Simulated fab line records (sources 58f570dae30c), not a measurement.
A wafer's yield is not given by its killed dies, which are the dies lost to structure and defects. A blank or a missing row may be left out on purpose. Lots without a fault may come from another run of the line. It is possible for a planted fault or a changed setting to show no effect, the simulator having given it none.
Which of the tools did it?    flow berkeleyCmos170    Sampling: 13 lots, 39 wafers, 4 of 331 route steps

WHAT THE GAUGES READ, wafer by wafer
UCB170_PWELL_THK_MEAS_03.
lot   measured     on            PWELL_OXIDE_THK (nm)
L957  day 2 10:01  filmMetro-03  26.5 26.1 26.9
L958  day 2 19:46  filmMetro-02  26.6 26.6 26.3
L959  day 3 06:23  filmMetro-02  26.5 26.4 26.3
L960  day 3 14:22  filmMetro-02  26.8 27.0 26.5
L961  day 3 14:23  filmMetro-03  26.6 26.7 26.0
L962  day 3 21:17  filmMetro-03  26.9 26.7 26.8
L963  day 4 07:56  filmMetro-03  25.6 25.3 25.5
L964  day 4 07:58  filmMetro-02  26.4 26.2 26.5
L973  day 6 14:18  filmMetro-04  26.4 26.3 25.9
L975  day 6 20:08  filmMetro-04  26.5 27.0 26.9
L978  day 7 03:01  filmMetro-02  26.2 26.3 26.6
L979  day 7 09:37  filmMetro-03  25.6 25.4 25.4
L980  day 7 14:22  filmMetro-04  25.8 25.6 25.8

UCB170_SCREENOX_THK_MEAS_02.
lot   measured      on            SCREENOX_OXIDE_THK (nm)
L957  day 5 14:01   filmMetro-02  14.64 14.69 14.68
L958  day 6 00:03   filmMetro-01  14.54 14.51 14.54
L959  day 6 05:40   filmMetro-01  14.85 14.72 14.94
L960  day 6 05:40   filmMetro-03  14.57 14.43 14.50
L961  day 6 05:40   filmMetro-02  14.27 14.27 14.27
L962  day 7 03:02   filmMetro-03  14.27 14.25 14.55
L963  day 7 10:05   filmMetro-01  14.22 14.04 14.10
L964  day 7 10:07   filmMetro-02  14.23 14.44 14.23
L973  day 9 05:46   filmMetro-01  16.74 16.90 16.98
L975  day 9 15:14   filmMetro-01  16.79 16.80 17.06
L978  day 9 19:25   filmMetro-02  14.53 14.28 14.60
L979  day 9 19:28   filmMetro-02  13.80 13.87 13.80
L980  day 10 09:56  filmMetro-03  14.20 14.25 14.45

UCB170_M3_OVL_MEAS_16.
lot   measured      on          M3_OVL (nm)
L957  day 8 06:39   overlay-01  -11 -5 -7
L958  day 8 15:04   overlay-02  -8 -6 -9
L959  day 8 15:52   overlay-01  5 5 0
L960  day 8 16:41   overlay-02  0 -8 -9
L961  day 8 17:08   overlay-01  -4 -5 -6
L962  day 9 14:10   overlay-01  -2 -4 -8
L963  day 10 01:32  overlay-02  3 8 -1
L964  day 10 01:10  overlay-02  -3 -3 3
L973  day 11 21:41  overlay-02  -3 -1 2
L975  day 12 03:06  overlay-01  -2 -4 -3
L978  day 12 13:58  overlay-02  1 -8 1
L979  day 12 13:46  overlay-01  -12 -10 -10
L980  day 13 06:35  overlay-01  -5 -6 -5

UCB170_M3_BOW_MEAS_20.
lot   measured      on            M3_BOW (um)
L957  day 8 07:37   filmMetro-03  31 32 32
L958  day 8 15:34   filmMetro-01  46 33 47
L959  day 8 16:22   filmMetro-03  31 33 37
L960  day 8 17:15   filmMetro-03  32 26 36
L961  day 8 17:47   filmMetro-01  29 30 31
L962  day 9 14:40   filmMetro-01  38 40 33
L963  day 10 02:04  filmMetro-01  46 35 31
L964  day 10 01:40  filmMetro-03  27 36 40
L973  day 11 22:13  filmMetro-02  34 45 39
L975  day 12 03:36  filmMetro-02  32 27 41
L978  day 12 14:42  filmMetro-02  22 24 28
L979  day 12 14:17  filmMetro-02  36 30 31
L980  day 13 07:05  filmMetro-03  29 36 32

WHAT TOOL EACH LOT RAN ON (gives the tool, then ch and the chambers of the sampled wafers, and finally the start)
Record: no process step prior to these readings.

AS READ BY THE TOOLS THEMSELVES (means over the sampled wafers that have a number; for cases with no such wafer, the mark the record gives instead)
The record holds no such reading with a usual standard deviation.

THE ANSWER, worked out from the rows above alone
Rule: the usual values come from the lots themselves. The widest of any qualifying gaps counts: lots, ordered by their means at a reading, are off when they make up no more than a third of the lots, leave a main group of 4 or more, and stand apart from it by 3 or more times the standard deviation of that group's means. The tables above print the reading to a certain number of digits; a main group whose means all agree to those digits is not used. Also off: a lot with no number at a reading for which 4 or more lots have one. All remaining lots with rows at the step are treated as sound. First the gauges in route order, then the tools' own readings, where a lot's mean is used as printed above. The first step at which some lot is off is used, and at that step the reading that is off furthest; a lot without a number counts as furthest.
Off: L973, L975, at UCB170_SCREENOX_THK_MEAS_02 (SCREENOX_OXIDE_THK). The main group has a mean of 14.38 nm with a standard deviation of 0.26.
If a tool, at a process step before that reading, ran all the lots that are off and no sound lot after the first of them, it fits. Those tools and the gauges at UCB170_SCREENOX_THK_MEAS_02 are tried in the same way. One fits: UCB170_SCREENOX_THK_MEAS_02 on filmMetro-01. A fault onset in the window from L963 (day 7 10:05, its last sound lot) to L973 (day 9 05:46, its first lot off) fits.

WHAT HAD BEEN PUT IN BY THE SIMULATOR
Metrology matching offset: filmMetro-01, from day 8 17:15 on, at UCB170_SCREENOX_THK_MEAS_02. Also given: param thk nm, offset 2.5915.
Shown lots that were struck: L973, L975. This agrees with what the rule above found.
